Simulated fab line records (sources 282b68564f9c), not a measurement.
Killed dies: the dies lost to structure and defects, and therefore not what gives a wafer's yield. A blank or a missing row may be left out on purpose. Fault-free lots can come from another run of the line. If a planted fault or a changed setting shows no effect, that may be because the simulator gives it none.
Check of tool commonality / flow rit cmos / Sampled: 14 lots, 42 wafers

== WHAT PROMPTED THE OPENING ==
RIT_NWELL_TW_MEAS_10, reading NWELL_TW: flagged on 2 of 14 lots. Fault-free wafers read 2163, with a standard deviation of 10.
Rule: flag the lot when none of its wafers has a number, or when each of its wafers that has one lies beyond 4 standard deviations from that mean. As for the other lots, they are considered sound.

lot=L828; measured=day 1 21:22; on=film metro-04; NWELL_TW, wafer by wafer=2148 2151 2155; flag=
lot=L829; measured=day 2 04:01; on=film metro-02; NWELL_TW, wafer by wafer=2166 2161 2168; flag=
lot=L830; measured=day 2 07:46; on=film metro-03; NWELL_TW, wafer by wafer=2170 2159 2159; flag=
lot=L831; measured=day 2 14:28; on=film metro-02; NWELL_TW, wafer by wafer=2181 2168 2174; flag=
lot=L832; measured=day 2 17:06; on=film metro-02; NWELL_TW, wafer by wafer=2157 2155 2162; flag=
lot=L833; measured=day 2 22:50; on=film metro-04; NWELL_TW, wafer by wafer=2161 2148 2152; flag=
lot=L834; measured=day 3 04:11; on=film metro-02; NWELL_TW, wafer by wafer=2159 2166 2155; flag=
lot=L835; measured=day 3 08:32; on=film metro-03; NWELL_TW, wafer by wafer=2697 2700 2694; flag=FLAGGED
lot=L836; measured=day 3 12:59; on=film metro-03; NWELL_TW, wafer by wafer=2185 2177 2173; flag=
lot=L838; measured=day 3 22:58; on=film metro-03; NWELL_TW, wafer by wafer=2161 2182 2178; flag=
lot=L846; measured=day 5 15:31; on=film metro-02; NWELL_TW, wafer by wafer=2691 2687 2680; flag=FLAGGED
lot=L848; measured=day 6 01:56; on=film metro-03; NWELL_TW, wafer by wafer=2170 2171 2178; flag=
lot=L850; measured=day 6 10:59; on=film metro-04; NWELL_TW, wafer by wafer=2156 2161 2169; flag=
lot=L851; measured=day 6 17:26; on=film metro-02; NWELL_TW, wafer by wafer=2161 2152 2162; flag=
The mean of the flagged lots' numbers is 2692, +528 from the usual (+53 standard deviations).

== TOOL THAT RAN EACH LOT ==
The record holds 2 process steps before the reading, out of a route of 202 steps. Cell contents, in order: the tool; ch with the chambers the sampled wafers went through; the start.
lot=L828; flag=; RIT_ACTIVE_STRIP_14=plasma asher-03 ch 0,1, day 1 15:01; RIT_NWELL_IMPLANT_08=implanter-02 ch 0, day 1 21:02
lot=L829; flag=; RIT_ACTIVE_STRIP_14=plasma asher-04 ch 0,1, day 1 20:29; RIT_NWELL_IMPLANT_08=implanter-01 ch 0, day 2 03:41
lot=L830; flag=; RIT_ACTIVE_STRIP_14=plasma asher-01 ch 0,1, day 2 00:58; RIT_NWELL_IMPLANT_08=implanter-01 ch 0, day 2 07:28
lot=L831; flag=; RIT_ACTIVE_STRIP_14=plasma asher-03 ch 0,1, day 2 06:02; RIT_NWELL_IMPLANT_08=implanter-01 ch 0, day 2 14:08
lot=L832; flag=; RIT_ACTIVE_STRIP_14=plasma asher-01 ch 0,1, day 2 10:58; RIT_NWELL_IMPLANT_08=implanter-02 ch 0, day 2 16:46
lot=L833; flag=; RIT_ACTIVE_STRIP_14=plasma asher-04 ch 0,1, day 2 16:17; RIT_NWELL_IMPLANT_08=implanter-02 ch 0, day 2 22:32
lot=L834; flag=; RIT_ACTIVE_STRIP_14=plasma asher-04 ch 0,1, day 2 20:50; RIT_NWELL_IMPLANT_08=implanter-01 ch 0, day 3 03:53
lot=L835; flag=FLAGGED; RIT_ACTIVE_STRIP_14=plasma asher-04 ch 0,1, day 3 02:02; RIT_NWELL_IMPLANT_08=implanter-02 ch 0, day 3 07:56
lot=L836; flag=; RIT_ACTIVE_STRIP_14=plasma asher-01 ch 1, day 3 06:50; RIT_NWELL_IMPLANT_08=implanter-03 ch 0, day 3 12:40
lot=L838; flag=; RIT_ACTIVE_STRIP_14=plasma asher-01 ch 0,1, day 3 16:58; RIT_NWELL_IMPLANT_08=implanter-01 ch 0, day 3 22:40
lot=L846; flag=FLAGGED; RIT_ACTIVE_STRIP_14=plasma asher-03 ch 0,1, day 5 08:50; RIT_NWELL_IMPLANT_08=implanter-01 ch 0, day 5 14:52
lot=L848; flag=; RIT_ACTIVE_STRIP_14=plasma asher-01 ch 0,1, day 5 18:50; RIT_NWELL_IMPLANT_08=implanter-02 ch 0, day 6 01:37
lot=L850; flag=; RIT_ACTIVE_STRIP_14=plasma asher-03 ch 0,1, day 6 04:50; RIT_NWELL_IMPLANT_08=implanter-03 ch 0, day 6 10:39
lot=L851; flag=; RIT_ACTIVE_STRIP_14=plasma asher-01 ch 0, day 6 09:50; RIT_NWELL_IMPLANT_08=implanter-01 ch 0, day 6 17:08
What is done by these steps:
- RIT_ACTIVE_STRIP_14: strips in O2, time 180 s.
- RIT_NWELL_IMPLANT_08
- RIT_NWELL_TW_MEAS_10

== FLAGGED OVER TOTAL, TOOL BY TOOL (the gauges that took the reading come last) ==
step=RIT_ACTIVE_STRIP_14; tool=plasma asher-01; lots run=6; flagged=0; share of the flagged lots=none; sound lots run after its first flagged lot=-
step=RIT_ACTIVE_STRIP_14; tool=plasma asher-03; lots run=4; flagged=1; share of the flagged lots=some; sound lots run after its first flagged lot=1 (L850)
step=RIT_ACTIVE_STRIP_14; tool=plasma asher-04; lots run=4; flagged=1; share of the flagged lots=some; sound lots run after its first flagged lot=0
step=RIT_NWELL_IMPLANT_08; tool=implanter-01; lots run=7; flagged=1; share of the flagged lots=some; sound lots run after its first flagged lot=1 (L851)
step=RIT_NWELL_IMPLANT_08; tool=implanter-02; lots run=5; flagged=1; share of the flagged lots=some; sound lots run after its first flagged lot=1 (L848)
step=RIT_NWELL_IMPLANT_08; tool=implanter-03; lots run=2; flagged=0; share of the flagged lots=none; sound lots run after its first flagged lot=-
step=RIT_NWELL_TW_MEAS_10; tool=film metro-02; lots run=6; flagged=1; share of the flagged lots=some; sound lots run after its first flagged lot=1 (L851)
step=RIT_NWELL_TW_MEAS_10; tool=film metro-03; lots run=5; flagged=1; share of the flagged lots=some; sound lots run after its first flagged lot=3 (L836,L838,L848)
step=RIT_NWELL_TW_MEAS_10; tool=film metro-04; lots run=3; flagged=0; share of the flagged lots=none; sound lots run after its first flagged lot=-

== THE TABLE: WHAT IT ALLOWS ==
No row of the table ran every flagged lot.

== WHAT THE SIMULATOR PUT IN ==
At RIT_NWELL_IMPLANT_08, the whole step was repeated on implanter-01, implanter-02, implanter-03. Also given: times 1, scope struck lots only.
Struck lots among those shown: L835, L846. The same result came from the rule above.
